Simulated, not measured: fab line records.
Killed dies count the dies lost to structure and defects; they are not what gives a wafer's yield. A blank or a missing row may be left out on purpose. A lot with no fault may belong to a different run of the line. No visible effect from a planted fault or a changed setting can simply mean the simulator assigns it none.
A struck lot beside a sound one -- flow ritCmos -- 29 out of 202 route steps
Sound: wafers L123.1, L123.2, L123.3. Wafers L120.1, L120.3, L120.4 were the ones struck. The cause is named last.
Each step with rows lists, per side, the tool, then ch with its chambers, then its first start. Under that, the readings that differ: sound wafers -- struck wafers -- difference of the means -- sigmas: that difference in standard deviations of wafers without a fault.
alike: readings with means less than 2 such deviations apart, plus words and numbers identical on both sides. not compared: withheld readings, readings lacking a value on some wafer, bounds such as >300 that could conceal the same value, and numbers that have no deviation in the record and whose values overlap.
A row with sigmas, a row that says differs or no value, or rows on one side alone: a step with any of these is where the two part. Non-overlapping numbers with no deviation appear without sigmas and do not part them. Lack of a reading on every wafer of one side parts them only where that side has two or more wafers.

RIT_SDANNEAL_RTA_03: time 5 s.
  sound on rtpAnneal-02 ch 0, day 6 09:42; struck on rtpAnneal-01 ch 0, day 5 19:35
  alike: wafer_temp_C_max
RIT_SDANNEAL_RS_MEAS_04: measures by four-point-probe.
  struck on filmMetro-01, day 5 19:38; sound on filmMetro-02, day 6 09:46
  alike: PSD_RS
RIT_SDANNEAL_RS_MEAS_05: measures by four-point-probe.
  struck on filmMetro-01, day 5 19:45; sound on filmMetro-02, day 6 09:53
  alike: NSD_RS
RIT_SDANNEAL_RS_MEAS_06: measures by four-point-probe.
  struck on filmMetro-01, day 5 19:52; sound on filmMetro-02, day 6 10:00
  alike: PLDD_RS
RIT_SDANNEAL_RS_MEAS_07: measures by four-point-probe.
  struck on filmMetro-01, day 5 19:59; sound on filmMetro-02, day 6 10:07
  alike: NLDD_RS
then, 1 step without rows for these wafers: RIT_SILICIDE_WET_ETCH_00 (etches SiO2 in BOE, target depth 14 nm, time 15 s).
RIT_SILICIDE_SPUTTER_01: material Ti, target thk 30 nm, time 240 s.
  struck on pvdSputter-02, day 5 20:08; sound on pvdSputter-01, day 6 10:15
  alike: throttleValvePct
RIT_SILICIDE_RS_MEAS_02: measures by four-point-probe.
  struck on filmMetro-02, day 5 20:17; sound on filmMetro-03, day 6 10:24
  alike: SILICIDE_TI_RS
RIT_SILICIDE_THK_MEAS_03: measures by xrf.
  struck on filmMetro-02, day 5 20:24; sound on filmMetro-03, day 6 10:31
  alike: SILICIDE_TI_THK
RIT_SILICIDE_RTA_04: time 10 s, ramp up 5 s, ramp down 5 s.
  sound on rtpAnneal-01 ch 0, day 6 10:35; struck on rtpAnneal-02 ch 0, day 5 20:28
  alike: wafer_temp_C_max
then, 1 step without rows for these wafers: RIT_SILICIDE_WET_ETCH_05 (etches Ti in SPM, time 120 s).
RIT_SILICIDE_RTA_06: time 10 s, ramp up 5 s, ramp down 10 s.
  sound on rtpAnneal-02 ch 0, day 6 10:41; struck on rtpAnneal-01 ch 0, day 5 20:34
  alike: wafer_temp_C_max
RIT_CONTACT_CVD_00: deposits SiO2 from TEOS, target thk 400 nm, time 61 s.
  sound on pecvd-02 ch 0,1,2, day 6 10:46; struck on pecvd-02 ch 0,1,2, day 5 20:51
  alike: heaterPowerW
RIT_CONTACT_THK_MEAS_01:
  struck on filmMetro-04, day 5 20:54; sound on filmMetro-01, day 6 10:49
reading,sound,struck,difference,sigmas
CONTACT_TEOS_THK (nm),391 397 397,793 788 803,+400,+82
then, 6 steps without rows for these wafers: RIT_CONTACT_HMDS_02 (prime time 60 s); RIT_CONTACT_COAT_03 (resist thk 987.5 nm); RIT_CONTACT_SOFTBAKE_04 (time 60 s); RIT_CONTACT_EXPOSE_05 (exposes mask M11, target cd 1000 nm); RIT_CONTACT_PEB_06; RIT_CONTACT_DEVELOP_07 (develop time 120 s).
RIT_CONTACT_CD_MEAS_08: the cd target is 1000 nm.
  struck on cdSem-02, day 5 21:56; sound on cdSem-02, day 6 11:58
  alike: cdNm
RIT_CONTACT_OVL_MEAS_09:
  struck on overlay-01, day 5 22:03; sound on overlay-02, day 6 12:05
  alike: CONTACT_OVL
then, 1 step without rows for these wafers: RIT_CONTACT_HARDBAKE_10 (time 60 s).
RIT_CONTACT_ETCH_11: etches SiO2 in CHF3/CF4/Ar, stops on TiSi2, target depth 480 nm, time 320 s.
  sound on rieDiel-02 ch 0,1,2, day 6 12:16; struck on rieDiel-03 ch 0,1,2, day 5 22:14
reading,sound,struck,difference,sigmas
model.CONTACT.featureDepthNm (nm),391.6 397.2 397,473 471.7 483.6,+81,
model.etch.depthNm (nm),391.6 397.2 397,473 471.7 483.6,+81,
  alike: chamberPressureMTorr, drypumpMotorCurrentA, oesProductAu, throttleValvePct
  not compared: rfHoursCounterH
RIT_CONTACT_STRIP_12: strips in O2, time 180 s.
  sound on plasmaAsher-03 ch 0,1, day 6 12:28; struck on plasmaAsher-03 ch 0,1, day 5 22:26
  alike: chamberPressureMTorr, drypumpMotorCurrentA
  not compared: rfHoursCounterH
RIT_CONTACT_CD_MEAS_90: the cd target is 1000 nm.
  struck on cdSem-01, day 5 22:36; sound on cdSem-01, day 6 12:38
  alike: cdNm
RIT_CONTACT_CLEAN_13: cleans in SC1, time 600 s.
  sound on wetBench-01 ch 2, day 6 12:46; struck on wetBench-01 ch 0, day 5 22:43
reading,sound,struck,difference,sigmas
model.SiO2_of_CONTACT_CVD_00.thkNm (nm),387.5 393.1 393,789.1 783.7 798.8,+399.3,
  alike: bathHeatDutyPct
then, 1 step without rows for these wafers: RIT_CONTACT_CLEAN_14 (cleans in SC2, time 600 s).
RIT_M1_PROBE_99:
  struck on prober-01, day 6 03:06; sound on prober-02, day 6 17:14
reading,sound,struck,difference,sigmas
killedAtContacts,0 1 0,252 259 260,+257,+99 or more
killedDies,8 10 5,264 264 264,+256,+80
killedOnRim,2 2 3,70 70 70,+68,+48
  alike: killedAtFrontEnd, killedOpen, killedShort

## WHERE THEY PART
Earliest at RIT_CONTACT_THK_MEAS_01; latest, in this record, at RIT_M1_PROBE_99.

WHY: the cause the simulator had injected
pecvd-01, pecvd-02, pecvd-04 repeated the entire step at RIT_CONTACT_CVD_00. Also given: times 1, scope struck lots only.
